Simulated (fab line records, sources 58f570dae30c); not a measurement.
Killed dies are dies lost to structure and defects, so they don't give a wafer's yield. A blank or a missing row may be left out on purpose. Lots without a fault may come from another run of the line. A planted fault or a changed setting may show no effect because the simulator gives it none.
Which tool did it? | flow berkeley_cmos170 | 14 lots, 42 wafers sampled, at 4 steps of a route of 331

WHAT THE GAUGES READ, wafer by wafer
UCB170_NSD_OVL_MEAS_07. Usual: NSD_OVL 1 nm, standard deviation 5.7.
lot  | measured     | on         | NSD_OVL (nm) | flag
L561 | day 7 08:22  | overlay-01 | 4 -9 -8      |
L562 | day 7 08:05  | overlay-01 | 5 -3 2       |
L559 | day 7 08:29  | overlay-02 | 6 5 1        |
L566 | day 8 09:34  | overlay-01 | 3 1 -3       |
L570 | day 9 09:46  | overlay-01 | 0 4 0        |
L571 | day 9 10:02  | overlay-02 | -1 -4 -5     |
L573 | day 10 04:52 | overlay-02 | 0 7 4        |
L574 | day 10 05:46 | overlay-01 | 2 7 8        |
L575 | day 10 14:33 | overlay-01 | -4 5 5       |
L580 | day 11 06:32 | overlay-01 | -1 5 -1      |
L579 | day 11 06:21 | overlay-01 | -4 6 -6      |
L578 | day 11 06:28 | overlay-02 | 3 8 5        |
L581 | day 11 17:04 | overlay-02 | 10 6 0       |
L582 | day 11 17:25 | overlay-01 | 4 -3 2       |

UCB170_SDANNEAL_RS_MEAS_03: measures by four-point-probe. Usual: NSD_RS 37.28 ohm/sq, standard deviation 0.078.
lot  | measured     | on            | NSD_RS (ohm/sq)   | flag
L561 | day 7 11:36  | film_metro-04 | 37.24 37.16 37.24 |
L562 | day 7 09:46  | film_metro-02 | 37.31 37.25 37.22 |
L559 | day 7 11:26  | film_metro-02 | 37.27 37.27 37.27 |
L566 | day 8 11:17  | film_metro-02 | 37.38 37.40 37.22 |
L570 | day 9 11:20  | film_metro-02 | 37.27 37.27 37.23 |
L571 | day 9 11:49  | film_metro-04 | 37.12 37.13 37.11 |
L573 | day 10 06:43 | film_metro-04 | 37.22 37.30 37.31 |
L574 | day 10 07:15 | film_metro-01 | 37.23 37.21 37.21 |
L575 | day 10 16:15 | film_metro-01 | 37.19 37.21 37.23 |
L580 | day 11 08:30 | film_metro-01 | 37.29 37.27 37.24 |
L579 | day 11 08:09 | film_metro-02 | 37.19 37.30 37.28 |
L578 | day 11 08:31 | film_metro-04 | 37.20 37.27 37.25 |
L581 | day 11 18:55 | film_metro-04 | 37.33 37.32 37.33 |
L582 | day 11 19:14 | film_metro-01 | 37.33 37.46 37.28 |

WHICH TOOL RAN EACH LOT (tool, then ch and the chambers of the sampled wafers, then the start)
lot  | UCB170_PSD_DEVELOP_05             | UCB170_SDANNEAL_RTA_01
L561 | litho_track-02 ch 0, day 7 04:00  | rtp_anneal-01 ch 0, day 7 11:22
L562 | litho_track-03 ch 0, day 7 04:00  | rtp_anneal-02 ch 0, day 7 09:31
L559 | litho_track-01 ch 0, day 7 04:00  | rtp_anneal-01 ch 0, day 7 11:14
L566 | litho_track-03 ch 0, day 8 07:00  | rtp_anneal-01 ch 0, day 8 11:07
L570 | litho_track-03 ch 0, day 9 07:00  | rtp_anneal-02 ch 0, day 9 11:10
L571 | litho_track-02 ch 0, day 9 08:00  | rtp_anneal-01 ch 0, day 9 11:38
L573 | litho_track-01 ch 0, day 10 01:00 | rtp_anneal-01 ch 0, day 10 06:32
L574 | litho_track-01 ch 0, day 10 02:00 | rtp_anneal-02 ch 0, day 10 07:04
L575 | litho_track-02 ch 0, day 10 11:00 | rtp_anneal-02 ch 0, day 10 16:04
L580 | litho_track-02 ch 0, day 11 01:00 | rtp_anneal-01 ch 0, day 11 08:19
L579 | litho_track-01 ch 0, day 11 01:00 | rtp_anneal-01 ch 0, day 11 07:58
L578 | litho_track-02 ch 0, day 11 01:00 | rtp_anneal-02 ch 0, day 11 08:19
L581 | litho_track-01 ch 0, day 11 13:00 | rtp_anneal-01 ch 0, day 11 18:44
L582 | litho_track-01 ch 0, day 11 14:00 | rtp_anneal-02 ch 0, day 11 19:03
- UCB170_PSD_DEVELOP_05: develop time 45 s.
- UCB170_SDANNEAL_RTA_01: time 5 s.

WHAT THE TOOLS THEMSELVES READ (means of the sampled wafers that have a number; where no wafer has one, the mark that the record gives instead)
UCB170_PSD_DEVELOP_05. Usual: developer_temp_C 20.98 C, standard deviation 0.11; exhaust_pa 45.1 Pa, standard deviation 0.91; resist_line_temp_C 22.99 C, standard deviation 0.1.
lot  | tool           | developer_temp_C (C) | exhaust_pa (Pa) | resist_line_temp_C (C) | flag
L561 | litho_track-02 | 21.00                | 45.2            | 23.10                  |
L562 | litho_track-03 | 21.06                | 46.4            | 22.85                  |
L559 | litho_track-01 | 21.02                | 44.5            | 22.92                  |
L566 | litho_track-03 | 18.90                | 45.7            | 22.95                  | OFF
L570 | litho_track-03 | 18.90                | 44.4            | 23.06                  | OFF
L571 | litho_track-02 | 21.05                | 45.9            | 22.82                  |
L573 | litho_track-01 | 21.07                | 45.6            | 23.01                  |
L574 | litho_track-01 | 20.87                | 46.2            | 22.99                  |
L575 | litho_track-02 | 21.12                | 44.6            | 22.93                  |
L580 | litho_track-02 | 20.99                | 45.0            | 23.05                  |
L579 | litho_track-01 | 21.09                | 45.3            | 22.98                  |
L578 | litho_track-02 | 20.89                | 45.9            | 23.04                  |
L581 | litho_track-01 | 21.04                | 44.8            | 23.00                  |
L582 | litho_track-01 | 20.94                | 45.9            | 22.86                  |

UCB170_SDANNEAL_RTA_01. Usual: lamp_power_pct 36 %, standard deviation 4.2; wafer_temp_C_max 1054.1, standard deviation 0.95.
lot  | tool          | lamp_power_pct (%) | wafer_temp_C_max | flag
L561 | rtp_anneal-01 | 40                 | 1052.8           |
L562 | rtp_anneal-02 | 31                 | 1054.4           |
L559 | rtp_anneal-01 | 40                 | 1053.3           |
L566 | rtp_anneal-01 | 40                 | 1053.6           |
L570 | rtp_anneal-02 | 31                 | 1054.8           |
L571 | rtp_anneal-01 | 40                 | 1054.1           |
L573 | rtp_anneal-01 | 40                 | 1054.5           |
L574 | rtp_anneal-02 | 31                 | 1053.8           |
L575 | rtp_anneal-02 | 31                 | 1054.5           |
L580 | rtp_anneal-01 | 40                 | 1053.3           |
L579 | rtp_anneal-01 | 40                 | 1053.4           |
L578 | rtp_anneal-02 | 31                 | 1056.1           |
L581 | rtp_anneal-01 | 40                 | 1054.6           |
L582 | rtp_anneal-02 | 31                 | 1053.9           |

THE ANSWER, worked out from the rows above alone
Rule: a lot is off if the mean of its wafers that have a number lies more than 3 standard deviations from the usual mean. A lot without any number at a reading at which 4 lots or more have one is off too. The other lots that the step has rows for count as sound. The gauges are gone through in route order, then the tools' own readings, and for those a lot's mean is taken as printed above. The first step at which some lot is off is used, and at that step the reading that is off furthest; a lot without a number counts as furthest.
Off: L566, L570, at UCB170_PSD_DEVELOP_05 (developer_temp_C).
A tool fits if, at that step or a process step before it, it ran every lot that is off, and no sound lot after the first of them. One fits: litho_track-03 at UCB170_PSD_DEVELOP_05. Its last sound lot is L562 (day 7 04:00), its first lot that is off L566 (day 8 07:00): a fault that began between those two fits.
The tool's own readings at UCB170_PSD_DEVELOP_05 bear it out: on the lots that are off they differ by more than 5 times the standard deviation of the sound lots' means. developer_temp_C reads 18.90 C there against 21.01 C on the sound lots.

WHAT THE SIMULATOR HAD PUT IN
Process parameter drift: litho_track-03, from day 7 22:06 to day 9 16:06, at UCB170_PSD_DEVELOP_05. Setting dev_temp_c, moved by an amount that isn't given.
Lots struck among those shown: L566, L570. The rule above found the same.
